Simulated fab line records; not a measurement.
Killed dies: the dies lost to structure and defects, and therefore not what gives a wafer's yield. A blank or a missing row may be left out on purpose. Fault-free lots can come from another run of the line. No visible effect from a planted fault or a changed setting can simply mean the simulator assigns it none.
fab line records ; flow ritCmos ; part 1 of 2: steps 1 to 32 of 45
[record] lots = 5; wafers = 15; lastDay = 6
route steps=202 shown NSD@135 PSD@142 SDANNEAL@153 PLDD@159 NLDD@160 SILICIDE@161 CONTACT@168
lots with no fault: from the same line, run without faults
startH: start of the lot's first displayed wafer, in hours after the record's first day ; waitH: hours elapsed since this lot's preceding step ; " unchanged from the row above ; L1.1+2: a single row standing in for several wafers ; - value missing, or start not given ; * or withheld: withheld ; < > ~ a bound
route shown NAME@n: names a module that has steps shown in the file, with the first one's number in the route ; usual: mean and standard deviation over wafers with no fault ; same: alike in all rows ; chamber/n: place in a boat ; sites: each site's reading ; _std_site: their standard deviation ; _edge_site: inner sites' mean taken away from outer sites' mean ; radiusMm: for every site, how far away it sits from the centre of the wafer ; mask NAME#n: copy n ; behind: tool/chamber where the wafer was last shaped ; hold: reason for holding the lot/hours on hold/outcome of the hold ; device: names the non-switching transistor (n, p or np) ; end of line: the same wafers' tests at the end of the route ; a step with no rows: only its recipe ; killed: at the first sort, the dies lost to defects and structure; wafer yield is something else ; map: shows each die of a wafer: x if killed, . if not, _ if none is there
set.NAME: the setting as run; set.NAME@STEP: as run at that earlier step ; model.NAME: the simulator's own value behind a step, which no gauge read
lots at some steps of the route; a table a step, a row a wafer
services: from which hour (startH, from the record's first day; less than 0 if before it) a tool's chamber was out of use, for how many hours, and why
[[steps]]
[step RIT_NSD_PEB_04]
[recipe] resist = NOVOLAK; tempC = withheld; timeS = withheld
lot.wafer;tool;chamber;startH;waitH
L077.1+4+6;lithoTrack-04;0;66.46;0.1
L078.1+4+5;lithoTrack-03;0;68.61;0.1
L082.2+3+5;lithoTrack-02;0;90.83;0.1
L090.3+4+6;lithoTrack-03;0;127.01;0.1
L093.2+4+5;lithoTrack-02;0;142.44;0.1
[step RIT_NSD_DEVELOP_05]
[recipe] resist = NOVOLAK; developTimeS = 50; devTempC = 23
lot.wafer;tool;chamber;startH;waitH
L077.1+4+6;lithoTrack-04;0;-;-
L078.1+4+5;lithoTrack-03;0;-;-
L082.2+3+5;lithoTrack-02;0;-;-
L090.3+4+6;lithoTrack-03;0;-;-
L093.2+4+5;lithoTrack-02;0;-;-
[step RIT_NSD_OVL_MEAS_06]
[usual] NSD_OVL = 0.9/1.4
lot.wafer;tool;chamber;startH;waitH;NSD_OVL[nm]
L077.1;overlay-02;-;66.75;-;3.8
L077.4;overlay-02;-;66.75;-;3.6
L077.6;overlay-02;-;66.75;-;4.2
L078.1;overlay-02;-;68.89;-;2.0
L078.4;overlay-02;-;68.89;-;-0.2
L078.5;overlay-02;-;68.89;-;1.3
L082.2;overlay-01;-;91.09;-;1.2
L082.3;overlay-01;-;91.09;-;0.4
L082.5;overlay-01;-;91.09;-;2.0
L090.3;overlay-02;-;127.25;-;0.5
L090.4;overlay-02;-;127.25;-;0.9
L090.6;overlay-02;-;127.25;-;0.9
L093.2;overlay-02;-;142.70;-;0.9
L093.4;overlay-02;-;142.70;-;1.3
L093.5;overlay-02;-;142.70;-;1.4
[step RIT_NSD_HARDBAKE_07]
[recipe] resist = NOVOLAK; tempC = 140; timeS = 60
lot.wafer;tool;chamber;startH;waitH
L077.1+4+6;lithoTrack-02;0;67.02;0.3
L078.1+4+5;lithoTrack-04;0;68.93;0.0
L082.2+3+5;lithoTrack-02;0;91.14;0.0
L090.3+4+6;lithoTrack-04;0;127.33;0.1
L093.2+4+5;lithoTrack-04;0;142.80;0.1
[step RIT_NSD_IMPLANT_08]
[recipe] species = P; energyKev = 25; doseCm2 = 1e+15; tiltDeg = 7
[usual] doseIonsCm2 = 1e+15/9.8e+11
lot.wafer;tool;chamber;startH;waitH;doseIonsCm2
L077.1;implanter-03;0;67.17;0.1;9.991e+14
L077.4;implanter-03;0;67.17;0.1;1.0014e+15
L077.6;implanter-03;0;67.17;0.1;9.986e+14
L078.1;implanter-04;0;69.08;0.1;1.0012e+15
L078.4;implanter-04;0;69.08;0.1;9.985e+14
L078.5;implanter-04;0;69.08;0.1;9.98e+14
L082.2;implanter-04;0;91.29;0.1;9.998e+14
L082.3;implanter-04;0;91.29;0.1;1.0014e+15
L082.5;implanter-04;0;91.29;0.1;9.99e+14
L090.3;implanter-02;0;127.48;0.1;9.993e+14
L090.4;implanter-02;0;127.48;0.1;1.0011e+15
L090.6;implanter-02;0;127.48;0.1;9.986e+14
L093.2;implanter-03;0;142.95;0.1;9.99e+14
L093.4;implanter-03;0;142.95;0.1;9.999e+14
L093.5;implanter-03;0;142.95;0.1;1.0006e+15
[step RIT_NSD_STRIP_09]
[recipe] chemistry = O2; timeS = 180; resist = NOVOLAK; platenTempC = withheld; powerW = 500; pressureMtorr = 4000; o2FlowSccm = 4000
[usual] drypumpMotorCurrentA = 5.5/0.46; o2FlowSccm = 3998/12
lot.wafer;tool;chamber;startH;waitH;drypumpMotorCurrentA;o2FlowSccm;rfHoursCounterH
L077.1;plasmaAsher-02;1;67.32;0.1;4.9;4017;39
L077.4;plasmaAsher-02;1;67.32;0.1;4.9;4011;-
L077.6;plasmaAsher-02;1;67.32;0.1;4.9;3986;-
L078.1;plasmaAsher-01;0;69.23;0.1;5.9;3999;44
L078.4;plasmaAsher-01;0;69.23;0.1;5.9;4002;-
L078.5;plasmaAsher-01;0;69.23;0.1;5.9;4015;-
L082.2;plasmaAsher-03;1;91.42;0.1;5.0;3992;29
L082.3;plasmaAsher-03;1;91.42;0.1;5.0;3984;-
L082.5;plasmaAsher-03;0;91.42;0.1;6.1;3995;-
L090.3;plasmaAsher-02;0;127.64;0.1;5.9;4008;-
L090.4;plasmaAsher-02;1;127.64;0.1;5.0;3972;-
L090.6;plasmaAsher-02;0;127.64;0.1;5.9;4007;-
L093.2;plasmaAsher-03;1;143.07;0.1;5.0;3991;35
L093.4;plasmaAsher-03;0;143.07;0.1;6.1;4002;-
L093.5;plasmaAsher-03;0;143.07;0.1;6.0;4007;-
[step RIT_NSD_TW_MEAS_10]
[usual] NSD_TW = 3093/29
lot.wafer;tool;chamber;startH;waitH;NSD_TW
L077.1;filmMetro-03;-;67.50;0.1;3121
L077.4;filmMetro-03;-;67.50;0.1;3113
L077.6;filmMetro-03;-;67.50;0.1;3117
L078.1;filmMetro-02;-;69.40;0.1;3067
L078.4;filmMetro-02;-;69.40;0.1;3062
L078.5;filmMetro-02;-;69.40;0.1;3062
L082.2;filmMetro-03;-;91.60;0.1;3104
L082.3;filmMetro-03;-;91.60;0.1;3127
L082.5;filmMetro-03;-;91.60;0.1;3116
L090.3;filmMetro-02;-;127.77;0.1;3071
L090.4;filmMetro-02;-;127.77;0.1;3062
L090.6;filmMetro-02;-;127.77;0.1;3068
L093.2;filmMetro-04;-;143.26;0.1;3128
L093.4;filmMetro-04;-;143.26;0.1;3113
L093.5;filmMetro-04;-;143.26;0.1;3121
[step RIT_PSD_HMDS_00]
[recipe] primeTimeS = 60; primeTempC = 140
lot.wafer;tool;chamber;startH;waitH
L077.1+4+6;lithoTrack-04;0;67.56;0.1
L078.1+4+5;lithoTrack-02;0;69.46;0.1
L082.2+3+5;lithoTrack-02;0;91.68;0.1
L090.3+4+6;lithoTrack-04;0;127.86;0.1
L093.2+4+5;lithoTrack-02;0;143.33;0.1
[step RIT_PSD_COAT_01]
[recipe] resist = NOVOLAK; spinRpm = 3250; resistThkNm = 1000
[usual] spinSpeedRpm = 3249.9/2
lot.wafer;tool;chamber;startH;waitH;spinSpeedRpm
L077.1;lithoTrack-04;0;67.71;0.1;3248.4
L077.4;lithoTrack-04;0;67.71;0.1;3248.3
L077.6;lithoTrack-04;0;67.71;0.1;3248.3
L078.1;lithoTrack-02;0;69.61;0.1;3251.1
L078.4;lithoTrack-02;0;69.61;0.1;3249.2
L078.5;lithoTrack-02;0;69.61;0.1;3248.4
L082.2;lithoTrack-02;0;91.83;0.1;3249.7
L082.3;lithoTrack-02;0;91.83;0.1;3251.4
L082.5;lithoTrack-02;0;91.83;0.1;3252.9
L090.3;lithoTrack-04;0;128.01;0.1;3251.6
L090.4;lithoTrack-04;0;128.01;0.1;3251.2
L090.6;lithoTrack-04;0;128.01;0.1;3250.3
L093.2;lithoTrack-02;0;143.48;0.1;3249.7
L093.4;lithoTrack-02;0;143.48;0.1;3249.5
L093.5;lithoTrack-02;0;143.48;0.1;3249.6
[step RIT_PSD_SOFTBAKE_02]
[recipe] resist = NOVOLAK; tempC = 90; timeS = 60
lot.wafer;tool;chamber;startH;waitH
L077.1+4+6;lithoTrack-04;0;67.86;0.1
L078.1+4+5;lithoTrack-02;0;69.76;0.1
L082.2+3+5;lithoTrack-02;0;91.98;0.1
L090.3+4+6;lithoTrack-04;0;128.16;0.1
L093.2+4+5;lithoTrack-02;0;143.63;0.1
[step RIT_PSD_EXPOSE_03]
[recipe] maskId = M10; na = 0.57; targetCdNm = 40900; doseMj = 250
lot.wafer;tool;chamber;startH;waitH;mask
L077.1+4+6;ilineStepper-02;0;68.13;0.2;M10#0
L078.1+4+5;ilineStepper-02;0;70.04;0.2;M10#0
L082.2+3+5;ilineStepper-01;0;92.25;0.2;M10#0
L090.3+4+6;ilineStepper-02;0;128.30;0.1;M10#0
L093.2+4+5;ilineStepper-02;0;143.90;0.2;M10#0
[step RIT_PSD_PEB_04]
[recipe] resist = NOVOLAK; tempC = withheld; timeS = withheld
lot.wafer;tool;chamber;startH;waitH
L077.1+4+6;lithoTrack-02;0;68.43;0.3
L078.1+4+5;lithoTrack-04;0;70.16;0.1
L082.2+3+5;lithoTrack-02;0;92.44;0.2
L090.3+4+6;lithoTrack-04;0;128.43;0.1
L093.2+4+5;lithoTrack-01;0;144.02;0.1
[step RIT_PSD_DEVELOP_05]
[recipe] resist = NOVOLAK; developTimeS = 50; devTempC = 23
lot.wafer;tool;chamber;startH;waitH
L077.1+4+6;lithoTrack-02;0;-;-
L078.1+4+5;lithoTrack-04;0;-;-
L082.2+3+5;lithoTrack-02;0;-;-
L090.3+4+6;lithoTrack-04;0;-;-
L093.2+4+5;lithoTrack-01;0;-;-
[step RIT_PSD_OVL_MEAS_06]
[usual] PSD_OVL = 0.4/1.4
lot.wafer;tool;chamber;startH;waitH;PSD_OVL[nm]
L077.1;overlay-02;-;68.71;-;3.1
L077.4;overlay-02;-;68.71;-;1.0
L077.6;overlay-02;-;68.71;-;0.1
L078.1;overlay-01;-;70.44;-;-1.1
L078.4;overlay-01;-;70.44;-;-0.5
L078.5;overlay-01;-;70.44;-;-0.4
L082.2;overlay-01;-;92.71;-;-0.4
L082.3;overlay-01;-;92.71;-;2.9
L082.5;overlay-01;-;92.71;-;2.5
L090.3;overlay-01;-;128.67;-;0.1
L090.4;overlay-01;-;128.67;-;1.5
L090.6;overlay-01;-;128.67;-;-0.7
L093.2;overlay-01;-;144.29;-;-2.6
L093.4;overlay-01;-;144.29;-;-2.0
L093.5;overlay-01;-;144.29;-;-1.3
[step RIT_PSD_HARDBAKE_07]
[recipe] resist = NOVOLAK; tempC = 140; timeS = 60
lot.wafer;tool;chamber;startH;waitH
L077.1+4+6;lithoTrack-04;0;68.77;0.1
L078.1+4+5;lithoTrack-01;0;70.48;0.0
L082.2+3+5;lithoTrack-02;0;92.76;0.0
L090.3+4+6;lithoTrack-01;0;128.75;0.1
L093.2+4+5;lithoTrack-04;0;144.34;0.0
[step RIT_PSD_IMPLANT_08]
[recipe] species = BF2; energyKev = 26.85; doseCm2 = 5e+15; tiltDeg = 7
[usual] doseIonsCm2 = 5e+15/5.4e+12
lot.wafer;tool;chamber;startH;waitH;doseIonsCm2
L077.1;implanter-01;0;68.92;0.1;5e+15
L077.4;implanter-01;0;68.92;0.1;5.002e+15
L077.6;implanter-01;0;68.92;0.1;5.002e+15
L078.1;implanter-01;0;70.63;0.1;5e+15
L078.4;implanter-01;0;70.63;0.1;4.991e+15
L078.5;implanter-01;0;70.63;0.1;4.998e+15
L082.2;implanter-01;0;92.91;0.1;4.996e+15
L082.3;implanter-01;0;92.91;0.1;4.996e+15
L082.5;implanter-01;0;92.91;0.1;5e+15
L090.3;implanter-01;0;128.90;0.1;5.009e+15
L090.4;implanter-01;0;128.90;0.1;5.015e+15
L090.6;implanter-01;0;128.90;0.1;5.015e+15
L093.2;implanter-04;0;144.49;0.1;4.998e+15
L093.4;implanter-04;0;144.49;0.1;5.008e+15
L093.5;implanter-04;0;144.49;0.1;5.005e+15
[step RIT_PSD_STRIP_09]
[recipe] chemistry = O2; timeS = 180; resist = NOVOLAK; platenTempC = withheld; powerW = 500; pressureMtorr = 4000; o2FlowSccm = 4000
[usual] drypumpMotorCurrentA = 5.5/0.46; o2FlowSccm = 3999/12
lot.wafer;tool;chamber;startH;waitH;drypumpMotorCurrentA;o2FlowSccm;rfHoursCounterH
L077.1;plasmaAsher-04;0;69.07;0.1;5.7;3990;43
L077.4;plasmaAsher-04;1;69.07;0.1;5.3;3989;-
L077.6;plasmaAsher-04;0;69.07;0.1;5.7;4006;-
L078.1;plasmaAsher-03;1;70.78;0.1;5.1;4017;27
L078.4;plasmaAsher-03;0;70.78;0.1;6.1;4013;-
L078.5;plasmaAsher-03;0;70.78;0.1;6.1;4004;-
L082.2;plasmaAsher-04;0;93.04;0.1;5.6;4002;46
L082.3;plasmaAsher-04;0;93.04;0.1;5.6;4003;-
L082.5;plasmaAsher-04;1;93.04;0.1;5.3;4005;-
L090.3;plasmaAsher-02;1;129.06;0.1;4.9;3996;-
L090.4;plasmaAsher-02;0;129.06;0.1;5.9;3978;-
L090.6;plasmaAsher-02;1;129.06;0.1;4.9;3997;-
L093.2;plasmaAsher-02;1;144.62;0.1;4.9;3996;49
L093.4;plasmaAsher-02;1;144.62;0.1;4.9;3994;-
L093.5;plasmaAsher-02;0;144.62;0.1;5.9;4002;-
[step RIT_PSD_TW_MEAS_10]
[usual] PSD_TW = 3403/28
lot.wafer;tool;chamber;startH;waitH;PSD_TW
L077.1;filmMetro-04;-;69.25;0.1;3439
L077.4;filmMetro-04;-;69.25;0.1;3412
L077.6;filmMetro-04;-;69.25;0.1;3440
L078.1;filmMetro-04;-;70.95;0.1;3435
L078.4;filmMetro-04;-;70.95;0.1;3407
L078.5;filmMetro-04;-;70.95;0.1;3433
L082.2;filmMetro-04;-;93.22;0.1;3440
L082.3;filmMetro-04;-;93.22;0.1;3445
L082.5;filmMetro-04;-;93.22;0.1;3437
L090.3;filmMetro-03;-;129.19;0.1;3439
L090.4;filmMetro-03;-;129.19;0.1;3444
L090.6;filmMetro-03;-;129.19;0.1;3431
L093.2;filmMetro-03;-;144.80;0.1;3404
L093.4;filmMetro-03;-;144.80;0.1;3401
L093.5;filmMetro-03;-;144.80;0.1;3399
[step RIT_SDANNEAL_CLEAN_00]
[recipe] chemistry = SC1; mix = 3:3:50; timeS = 600; tempC = 75
lot.wafer;tool;chamber;startH;waitH
L077.1+4+6;wetBench-01;0;69.31;0.1
L078.1+4+5;wetBench-01;1;71.01;0.1
L082.2+3+5;wetBench-01;1;93.27;0.0
L090.3+4+6;wetBench-01;0;129.23;0.0
L093.2+4+5;wetBench-03;1;144.85;0.0
[step RIT_SDANNEAL_CLEAN_01]
[recipe] chemistry = dHF; dilution = 50:1; timeS = 30
lot.wafer;tool;chamber;startH;waitH
L077.1+4+6;wetBench-03;0;69.48;0.0
L078.1+4+5;wetBench-04;1;71.19;0.0
L082.2+3+5;wetBench-04;1;93.45;0.0
L090.3+4+6;wetBench-03;1;129.41;0.0
L093.2+4+5;wetBench-04;0;145.03;0.0
[step RIT_SDANNEAL_CLEAN_02]
[recipe] chemistry = SC2; mix = 3:3:50; timeS = 600; tempC = 75; dry = n2Spin
lot.wafer;tool;chamber;startH;waitH
L077.1+4+6;wetBench-01;2;69.50;0.0
L078.1+4+5;wetBench-03;3;71.20;0.0
L082.2+3+5;wetBench-01;3;93.47;0.0
L090.3+4+6;wetBench-04;2;129.43;0.0
L093.2+4+5;wetBench-01;0;145.04;0.0
[step RIT_SDANNEAL_RTA_03]
[recipe] tempC = 1050; timeS = 5; idleTempC = 600; rampUpCPerS = 342; rampDownCPerS = 171; coolToC = 600; ambient = N2
[usual] wafer_temp_C_max = 1053.5/1.2
lot.wafer;tool;chamber;startH;waitH;wafer_temp_C_max
L077.1;rtpAnneal-02;0;69.67;0.0;1052.7
L077.4;rtpAnneal-02;0;69.67;0.0;1053.7
L077.6;rtpAnneal-02;0;69.67;0.0;1053.3
L078.1;rtpAnneal-02;0;71.38;0.0;1052.4
L078.4;rtpAnneal-02;0;71.38;0.0;1053.4
L078.5;rtpAnneal-02;0;71.38;0.0;1053.6
L082.2;rtpAnneal-02;0;93.65;0.0;1052.4
L082.3;rtpAnneal-02;0;93.65;0.0;1051.9
L082.5;rtpAnneal-02;0;93.65;0.0;1053.2
L090.3;rtpAnneal-02;0;129.64;0.0;1054.8
L090.4;rtpAnneal-02;0;129.64;0.0;1054.8
L090.6;rtpAnneal-02;0;129.64;0.0;1051.7
L093.2;rtpAnneal-01;0;145.23;0.0;1055.1
L093.4;rtpAnneal-01;0;145.23;0.0;1054.2
L093.5;rtpAnneal-01;0;145.23;0.0;1052.0
[step RIT_SDANNEAL_RS_MEAS_04]
[recipe] thkMeasGauge = four-point-probe
[usual] PSD_RS = 116.4/0.33
lot.wafer;tool;chamber;startH;waitH;PSD_RS[ohm/sq]
L077.1;filmMetro-03;-;69.73;0.0;116.7
L077.4;filmMetro-03;-;69.73;0.0;116.6
L077.6;filmMetro-03;-;69.73;0.0;117.1
L078.1;filmMetro-03;-;71.44;0.0;116.0
L078.4;filmMetro-03;-;71.44;0.0;116.4
L078.5;filmMetro-03;-;71.44;0.0;116.3
L082.2;filmMetro-03;-;93.72;0.1;116.0
L082.3;filmMetro-03;-;93.72;0.1;116.3
L082.5;filmMetro-03;-;93.72;0.1;116.3
L090.3;filmMetro-04;-;129.71;0.1;115.8
L090.4;filmMetro-04;-;129.71;0.1;116.0
L090.6;filmMetro-04;-;129.71;0.1;116.3
L093.2;filmMetro-02;-;145.30;0.1;116.3
L093.4;filmMetro-02;-;145.30;0.1;116.8
L093.5;filmMetro-02;-;145.30;0.1;116.4
[step RIT_SDANNEAL_RS_MEAS_05]
[recipe] thkMeasGauge = four-point-probe
[usual] NSD_RS = 84.7/0.32
lot.wafer;tool;chamber;startH;waitH;NSD_RS[ohm/sq]
L077.1;filmMetro-03;-;69.85;0.1;84.1
L077.4;filmMetro-03;-;69.85;0.1;84.5
L077.6;filmMetro-03;-;69.85;0.1;84.2
L078.1;filmMetro-03;-;71.56;0.1;84.2
L078.4;filmMetro-03;-;71.56;0.1;84.3
L078.5;filmMetro-03;-;71.56;0.1;84.0
L082.2;filmMetro-03;-;93.84;0.1;85.0
L082.3;filmMetro-03;-;93.84;0.1;84.9
L082.5;filmMetro-03;-;93.84;0.1;84.7
L090.3;filmMetro-04;-;129.83;0.1;84.5
L090.4;filmMetro-04;-;129.83;0.1;84.3
L090.6;filmMetro-04;-;129.83;0.1;84.6
L093.2;filmMetro-02;-;145.42;0.1;84.9
L093.4;filmMetro-02;-;145.42;0.1;84.6
L093.5;filmMetro-02;-;145.42;0.1;84.7
[step RIT_SDANNEAL_RS_MEAS_06]
[recipe] thkMeasGauge = four-point-probe
[usual] PLDD_RS = 178.8/0.52
lot.wafer;tool;chamber;startH;waitH;PLDD_RS[ohm/sq]
L077.1;filmMetro-03;-;69.97;0.1;178.5
L077.4;filmMetro-03;-;69.97;0.1;179.0
L077.6;filmMetro-03;-;69.97;0.1;179.8
L078.1;filmMetro-03;-;71.68;0.1;178.8
L078.4;filmMetro-03;-;71.68;0.1;178.7
L078.5;filmMetro-03;-;71.68;0.1;178.5
L082.2;filmMetro-03;-;93.96;0.1;179.1
L082.3;filmMetro-03;-;93.96;0.1;179.1
L082.5;filmMetro-03;-;93.96;0.1;179.1
L090.3;filmMetro-04;-;129.95;0.1;177.7
L090.4;filmMetro-04;-;129.95;0.1;178.0
L090.6;filmMetro-04;-;129.95;0.1;178.7
L093.2;filmMetro-02;-;145.54;0.1;178.9
L093.4;filmMetro-02;-;145.54;0.1;179.0
L093.5;filmMetro-02;-;145.54;0.1;178.9
[step RIT_SDANNEAL_RS_MEAS_07]
[recipe] thkMeasGauge = four-point-probe
[usual] NLDD_RS = 149.1/0.72
lot.wafer;tool;chamber;startH;waitH;NLDD_RS[ohm/sq]
L077.1;filmMetro-03;-;70.09;0.1;150.0
L077.4;filmMetro-03;-;70.09;0.1;150.2
L077.6;filmMetro-03;-;70.09;0.1;149.8
L078.1;filmMetro-03;-;71.80;0.1;148.3
L078.4;filmMetro-03;-;71.80;0.1;148.0
L078.5;filmMetro-03;-;71.80;0.1;148.6
L082.2;filmMetro-03;-;94.08;0.1;148.7
L082.3;filmMetro-03;-;94.08;0.1;148.3
L082.5;filmMetro-03;-;94.08;0.1;148.3
L090.3;filmMetro-04;-;130.07;0.1;148.2
L090.4;filmMetro-04;-;130.07;0.1;148.8
L090.6;filmMetro-04;-;130.07;0.1;148.3
L093.2;filmMetro-02;-;145.66;0.1;149.2
L093.4;filmMetro-02;-;145.66;0.1;149.8
L093.5;filmMetro-02;-;145.66;0.1;149.3
[step RIT_SILICIDE_WET_ETCH_00]
[recipe] chemistry = BOE; target = SiO2; targetDepthNm = 14; timeS = 15; dry = n2Spin; dilution = 10:1; tempC = 21.5
lot.wafer;tool;chamber;startH;waitH
L077.1+4+6;wetBench-04;3;70.21;0.1
L078.1+4+5;wetBench-03;2;71.92;0.1
L082.2+3+5;wetBench-04;0;94.18;0.1
L090.3+4+6;wetBench-03;1;130.15;0.1
L093.2+4+5;wetBench-03;2;145.76;0.1
[step RIT_SILICIDE_SPUTTER_01]
[recipe] material = Ti; targetThkNm = 30; powerW = 350; chamberPressurePa = 0.667; gas = Ar; timeS = 244.7; substrateTempC = 25
[usual] throttleValvePct = 30.0/1.1
lot.wafer;tool;chamber;startH;waitH;throttleValvePct
L077.1;pvdSputter-01;-;70.23;0.0;29.4
L077.4;pvdSputter-01;-;70.23;0.0;28.3
L077.6;pvdSputter-01;-;70.23;0.0;31.3
L078.1;pvdSputter-02;-;71.93;0.0;30.4
L078.4;pvdSputter-02;-;71.93;0.0;29.1
L078.5;pvdSputter-02;-;71.93;0.0;29.4
L082.2;pvdSputter-01;-;94.19;0.0;28.7
L082.3;pvdSputter-01;-;94.19;0.0;31.7
L082.5;pvdSputter-01;-;94.19;0.0;29.6
L090.3;pvdSputter-04;-;130.17;0.0;29.6
L090.4;pvdSputter-04;-;130.17;0.0;30.5
L090.6;pvdSputter-04;-;130.17;0.0;30.5
L093.2;pvdSputter-01;-;145.77;0.0;28.3
L093.4;pvdSputter-01;-;145.77;0.0;31.6
L093.5;pvdSputter-01;-;145.77;0.0;29.7
[step RIT_SILICIDE_RS_MEAS_02]
[recipe] thkMeasGauge = four-point-probe; reads = Ti_of_SILICIDE_SPUTTER_01
[usual] SILICIDE_TI_RS = 46.8/0.64
lot.wafer;tool;chamber;startH;waitH;SILICIDE_TI_RS[ohm/sq]
L077.1;filmMetro-01;-;70.38;0.1;47.0
L077.4;filmMetro-01;-;70.38;0.1;47.5
L077.6;filmMetro-01;-;70.38;0.1;47.0
L078.1;filmMetro-01;-;72.08;0.1;45.7
L078.4;filmMetro-01;-;72.08;0.1;45.2
L078.5;filmMetro-01;-;72.08;0.1;45.2
L082.2;filmMetro-01;-;94.36;0.1;46.9
L082.3;filmMetro-01;-;94.36;0.1;47.0
L082.5;filmMetro-01;-;94.36;0.1;46.2
L090.3;filmMetro-03;-;130.36;0.1;45.9
L090.4;filmMetro-03;-;130.36;0.1;45.7
L090.6;filmMetro-03;-;130.36;0.1;46.1
L093.2;filmMetro-03;-;145.94;0.1;47.0
L093.4;filmMetro-03;-;145.94;0.1;47.8
L093.5;filmMetro-03;-;145.94;0.1;46.7
[step RIT_SILICIDE_THK_MEAS_03]
[recipe] thkMeasGauge = xrf; reads = Ti_of_SILICIDE_SPUTTER_01
[usual] SILICIDE_TI_THK = 31.0/0.35
lot.wafer;tool;chamber;startH;waitH;SILICIDE_TI_THK[nm]
L077.1;filmMetro-01;-;70.50;0.1;31.0
L077.4;filmMetro-01;-;70.50;0.1;30.8
L077.6;filmMetro-01;-;70.50;0.1;30.7
L078.1;filmMetro-01;-;72.20;0.1;31.8
L078.4;filmMetro-01;-;72.20;0.1;31.8
L078.5;filmMetro-01;-;72.20;0.1;32.0
L082.2;filmMetro-01;-;94.47;0.1;31.0
L082.3;filmMetro-01;-;94.47;0.1;30.9
L082.5;filmMetro-01;-;94.47;0.1;31.4
L090.3;filmMetro-03;-;130.46;0.1;31.4
L090.4;filmMetro-03;-;130.46;0.1;31.4
L090.6;filmMetro-03;-;130.46;0.1;31.3
L093.2;filmMetro-03;-;146.05;0.1;30.9
L093.4;filmMetro-03;-;146.05;0.1;30.5
L093.5;filmMetro-03;-;146.05;0.1;31.3
[step RIT_SILICIDE_RTA_04]
[recipe] tempC = 650; timeS = 10; idleTempC = 25; rampUpS = 5; rampDownS = 5; coolToC = 25; ambient = N2
[usual] wafer_temp_C_max = 652.6/0.75
lot.wafer;tool;chamber;startH;waitH;wafer_temp_C_max
L077.1;rtpAnneal-02;0;70.56;0.1;652.9
L077.4;rtpAnneal-02;0;70.56;0.1;652.8
L077.6;rtpAnneal-02;0;70.56;0.1;653.1
L078.1;rtpAnneal-01;0;72.26;0.1;651.8
L078.4;rtpAnneal-01;0;72.26;0.1;652.2
L078.5;rtpAnneal-01;0;72.26;0.1;652.5
L082.2;rtpAnneal-02;0;94.53;0.1;653.1
L082.3;rtpAnneal-02;0;94.53;0.1;653.9
L082.5;rtpAnneal-02;0;94.53;0.1;653.0
L090.3;rtpAnneal-02;0;130.52;0.1;653.0
L090.4;rtpAnneal-02;0;130.52;0.1;653.3
L090.6;rtpAnneal-02;0;130.52;0.1;652.6
L093.2;rtpAnneal-01;0;146.11;0.1;651.4
L093.4;rtpAnneal-01;0;146.11;0.1;652.3
L093.5;rtpAnneal-01;0;146.11;0.1;651.4
[step RIT_SILICIDE_WET_ETCH_05]
[recipe] chemistry = SPM; target = Ti; tempC = 90; timeS = 120; dry = n2Spin
lot.wafer;tool;chamber;startH;waitH
L077.1+4+6;wetBench-03;2;70.62;0.1
L078.1+4+5;wetBench-02;1;72.33;0.1
L082.2+3+5;wetBench-02;2;94.59;0.0
L090.3+4+6;wetBench-04;0;130.56;0.0
L093.2+4+5;wetBench-02;1;146.17;0.0
